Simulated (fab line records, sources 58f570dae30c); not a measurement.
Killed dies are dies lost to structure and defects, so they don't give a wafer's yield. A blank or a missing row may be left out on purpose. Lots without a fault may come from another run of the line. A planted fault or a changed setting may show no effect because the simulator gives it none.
Split-lot experiment | flow berkeley_cmos170 | 5 lots, 23 wafers read, on a route of 331 steps

THE SPLIT
At UCB170_CONTACT_COAT_10 (resist thk 900 nm), the setting resist_thk_nm was moved away from the recipe's 900 nm on 8 of the 23 wafers read, by -4.9% to +5.9%. The other wafers ran this setting at the recipe's value.

FROM THE SPLIT TO THE READING: what the file shows between them, 3 steps
- UCB170_CONTACT_PEB_13 (also split here: peb_temp_c)
- UCB170_CONTACT_DEVELOP_14: develop time 45 s
- UCB170_CONTACT_ETCH_17: etches BARC in N2/H2

THE READING
KrF_of_CONTACT_COAT_10.thk_nm (the simulator's own value, which no gauge read), in nm, at UCB170_CONTACT_ETCH_18 (etches PSG in CHF3/CF4/Ar, stops on TiSi2, target depth 840 nm, time 195 s). The file gives no usual value for it. The 15 wafers here that ran the recipe average 690.4 nm, standard deviation 5.8 nm.

wafer  | tool, chamber at the split | resist_thk_nm as run, nm | against the recipe | KrF_of_CONTACT_COAT_10.thk_nm, nm | against lot-mates on the recipe
L075.3 | litho_track-04, 0          | 900                      | recipe             | 698.7                             | -
L075.4 | litho_track-04, 0          | 900                      | recipe             | 695                               | -
L075.5 | litho_track-04, 0          | 900                      | recipe             | 695.5                             | -
L079.1 | litho_track-02, 0          | 952.9                    | +5.9%              | 736.4                             | +47.0
L079.2 | litho_track-02, 0          | 952.9                    | +5.9%              | 739.6                             | +50.2
L079.3 | litho_track-02, 0          | 952.9                    | +5.9%              | 739.4                             | +50.0
L079.4 | litho_track-02, 0          | 900                      | recipe             | 690                               | -
L079.6 | litho_track-02, 0          | 900                      | recipe             | 688.8                             | -
L082.1 | litho_track-01, 0          | 920.5                    | +2.3%              | 720.9                             | +30.9
L082.2 | litho_track-01, 0          | 900                      | recipe             | 690.7                             | -
L082.3 | litho_track-01, 0          | 920.5                    | +2.3%              | 716.6                             | +26.6
L082.5 | litho_track-01, 0          | 900                      | recipe             | 689.2                             | -
L082.6 | litho_track-01, 0          | 920.5                    | +2.3%              | 720.4                             | +30.4
L084.1 | litho_track-02, 0          | 900                      | recipe             | 682.2                             | -
L084.3 | litho_track-02, 0          | 900                      | recipe             | 684                               | -
L084.4 | litho_track-02, 0          | 900                      | recipe             | 692.6                             | -
L084.5 | litho_track-02, 0          | 900                      | recipe             | 681.1                             | -
L084.6 | litho_track-02, 0          | 900                      | recipe             | 683                               | -
L085.1 | litho_track-01, 0          | 900                      | recipe             | 688.6                             | -
L085.3 | litho_track-01, 0          | 856.3                    | -4.9%              | 646.5                             | -48.5
L085.4 | litho_track-01, 0          | 900                      | recipe             | 700                               | -
L085.5 | litho_track-01, 0          | 856.3                    | -4.9%              | 646                               | -49.0
L085.6 | litho_track-01, 0          | 900                      | recipe             | 696.4                             | -

THE FIT
A straight line over all 23 wafers: KrF_of_CONTACT_COAT_10.thk_nm changes by +8.81 nm for each +1% of resist_thk_nm; r = +0.97; the points scatter about the line by 6.2 nm.
The same after taking each lot's own level away (the mean of its wafers on the recipe; 23 wafers): +9.25 nm for each +1%; r = +0.98; scatter 4.9 nm.
On that fit, the largest move of resist_thk_nm shifts the reading by 54 nm.
The lots' own levels span 684.58 to 696.40 nm, that is 2.0 times the standard deviation above.
So the lot-to-lot level changes the slope little: the two slopes agree.
Check: with one of the wafers moved furthest among these (+5.9%) left out of the fit, the line predicts +56.5 nm for it against its lot-mates. It came out at +47 nm against them.

OTHER SPLITS ON THESE WAFERS
These wafers also went through other splits before the reading. Each is held against what the fit with the lots' levels taken away leaves over:
other split on the same wafers    | wafers away from the commonest value | r with KrF_of_CONTACT_COAT_10.thk_nm (lot level and that fit taken away)
UCB170_SILICIDE_SPUTTER_01 time_s | 10                                   | +0.08
UCB170_CONTACT_PEB_13 peb_temp_c  | 2                                    | +0.51

THE WHOLE CHAIN: every reading that the file lists as answering this split, in the file's order
step                   | what it does                                                               | reading                                                                        | change (the file's fit)              | r (the file's)
UCB170_CONTACT_COAT_10 | resist thk 900 nm                                                          | KrF_of_CONTACT_COAT_10.thk_nm (the simulator's own value, which no gauge read) | +9.06 nm for each +1% of the setting | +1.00
UCB170_CONTACT_ETCH_18 | etches PSG in CHF3/CF4/Ar, stops on TiSi2, target depth 840 nm, time 195 s | KrF_of_CONTACT_COAT_10.thk_nm (the simulator's own value, which no gauge read) | +9.35 nm for each +1% of the setting | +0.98

THE FILE'S OWN FIT
KrF_of_CONTACT_COAT_10.thk_nm changes by +9.35 nm for each +1% of resist_thk_nm, r = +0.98.
